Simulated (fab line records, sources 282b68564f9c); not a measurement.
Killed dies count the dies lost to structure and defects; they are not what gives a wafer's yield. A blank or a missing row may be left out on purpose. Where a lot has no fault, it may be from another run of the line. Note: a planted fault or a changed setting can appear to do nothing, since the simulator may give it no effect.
Code-filled problem report in 8D (eight disciplines) form | flow ritCmos | the parts of the form that need people (team, actions taken, sign-off) are left out

== 1. WHAT WENT WRONG ==
SILICIDE_TI_RS at RIT_SILICIDE_RS_MEAS_02 reads a mean of 52.0 ohm/sq on 2 wafers of 1 lot; wafers without a fault read 47.6 ohm/sq with a standard deviation of 0.66. Relative to the usual mean, that is a shift of +6.7 standard deviations.
The step: measures by four-point-probe.
The first sign was on wafer L833.4 at day 5 09:41, on filmMetro-01. The record has a number at this step for 15 wafers belonging to 5 lots. The rule behind "out" and "out of limits": a value lying over 4 standard deviations away from the usual mean. All remaining wafers that have a number are taken as sound.

== 2. WHAT IT IS, WHAT IT ISN'T ==
question                    | is               | is not
which readings at this step | SILICIDE_TI_RS   | -
which lots                  | L833             | L823, L838, L840, L841
which wafers of those lots  | L833.4, L833.6   | L833.1
read on which gauges        | filmMetro-01     | filmMetro-02, filmMetro-03
when                        | from day 5 09:41 | up to then (4 sound wafers); but 9 sound wafers of L838, L840, L841 came after

== 3. WHAT RULES OUT EACH SUSPECT ==
Counting: a tool at a process step up to the reading stays a suspect if it ran every lot that is out. Sound lots after the first of them don't rule it out here, since some wafers of a struck lot are sound.
- the gauge at RIT_SILICIDE_RS_MEAS_02: kept. All the wafers that are out were read on filmMetro-01, and no step on other tools shows them out.
- plasmaAsher-01 at RIT_PSD_STRIP_09 (strips in O2, time 180 s): kept. It ran the lot that is out, L833 (day 5 08:23).
- rtpAnneal-01 at RIT_SDANNEAL_RTA_03 (time 5 s): kept. It processed L833, the lot that is out, at day 5 08:59, and its most recent sound lot before then was L823 at day 3 06:46.
- pvdSputter-03 at RIT_SILICIDE_SPUTTER_01 (material Ti, target thk 30 nm, time 240 s): kept. It processed L833, the lot that is out, at day 5 09:32, and its most recent sound lot before then was L823 at day 3 07:19.
Left after counting: plasmaAsher-01 at RIT_PSD_STRIP_09, rtpAnneal-01 at RIT_SDANNEAL_RTA_03, pvdSputter-03 at RIT_SILICIDE_SPUTTER_01, filmMetro-01 at RIT_SILICIDE_RS_MEAS_02.

== 4. THE CAUSE (what the simulator had put in) ==
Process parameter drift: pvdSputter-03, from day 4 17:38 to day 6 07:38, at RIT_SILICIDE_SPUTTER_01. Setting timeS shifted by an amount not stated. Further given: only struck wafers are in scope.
Of the 4 suspects that counting leaves, this tool is one.

== 5. THE EFFECT CHAIN, in route order ==
Each row: a reading whose mean over the struck wafers that have a number lies more than 3 standard deviations from the usual. Only readings for which the record gives a usual standard deviation are gone through. hours: the time from each lot's start at the first step in this table that gives one to its start at this step, as a median over the lots. sigmas: the change in usual standard deviations.
hours | step                     | reading         | usual       | on struck wafers | change | sigmas
0     | RIT_SILICIDE_RS_MEAS_02  | SILICIDE_TI_RS  | 47.6 ohm/sq | 52.0             | +4.4   | +6.7
0     | RIT_SILICIDE_THK_MEAS_03 | SILICIDE_TI_THK | 30.2 nm     | 28.1             | -2.1   | -6.0

== 6. WHAT WOULD HAVE CAUGHT IT SOONER ==
In this record the first reading out of limits at a measuring or inspecting step was taken at day 5 09:41, 16 hours after the fault began at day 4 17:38.
Of the tool readings at RIT_SILICIDE_SPUTTER_01 for which the record gives a usual standard deviation, none was out on any struck wafer, so an alarm limit of 4 standard deviations on them would not have fired.
The start of RIT_SILICIDE_SPUTTER_01 on pvdSputter-03 came by day 5 09:41 for every one of the lots that are out (1). A hold on the tool at that time would have spared none of them.
